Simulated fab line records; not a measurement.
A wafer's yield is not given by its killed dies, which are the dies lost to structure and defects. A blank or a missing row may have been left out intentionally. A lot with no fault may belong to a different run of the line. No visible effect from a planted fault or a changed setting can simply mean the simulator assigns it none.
Chamber matching + flow berkeleyCmos170 + UCB170_ACTIVE_ETCH_15 on rieDiel-04: 4 sister chambers
The step etches Si3N4 in CH3F/Ar/O2, stops on SiO2, target depth 242 nm, time 151 s. 8 wafers are shown with their chamber, then 7 later ones without.

## WAFERS WITH THEIR CHAMBER
| wafer  | chamber | drypumpMotorCurrentA (A) | throttleValvePct (%) |
|--------|---------|--------------------------|----------------------|
| L517.2 | 3       | 5.6                      | 8.21                 |
| L522.4 | 1       | 5.8                      | 8.23                 |
| L524.1 | 1       | 5.8                      | 8.23                 |
| L524.4 | 0       | 5.0                      | 8.05                 |
| L524.6 | 2       | 6.6                      | 8.10                 |
| L525.1 | 3       | 5.6                      | 8.23                 |
| L525.2 | 2       | 6.6                      | 8.10                 |
| L525.3 | 0       | 4.9                      | 8.06                 |

## WAFERS MISSING THEIR CHAMBER
| wafer  | drypumpMotorCurrentA (A) | throttleValvePct (%) |
|--------|--------------------------|----------------------|
| L528.3 | 4.9                      | 8.06                 |
| L528.4 | 6.6                      | 8.09                 |
| L528.6 | 6.6                      | 8.09                 |
| L530.1 | 6.6                      | 8.09                 |
| L533.1 | 6.5                      | 8.10                 |
| L533.4 | 5.0                      | 8.05                 |
| L533.6 | 5.8                      | 8.24                 |

## WHICH CHAMBER EACH ONE RAN IN
| wafer  | from the rows above | in truth |
|--------|---------------------|----------|
| L528.3 | 0                   | 0        |
| L528.4 | 2                   | 2        |
| L528.6 | 2                   | 2        |
| L530.1 | 2                   | 2        |
| L533.1 | 2                   | 2        |
| L533.4 | 0                   | 0        |
| L533.6 | 1                   | 1        |
Placed correctly: 7 of 7. Not placeable from these rows: 0. Wrongly placed: 0.
How it was worked out, from the rows above alone: a wafer's distance from a chamber is the root of the sum, over the readings, of the square of ((its reading less the chamber's mean) divided by the reading's scatter). If the next closest chamber is less than 2 further off than the closest, the wafer can't be placed; otherwise it belongs to the closest. For every chamber, the mean is computed from those of its wafers that are shown. The scatter: the root of (the sum of the squares of (reading less its chamber's mean) over the shown wafers, divided by (wafers less chambers)).
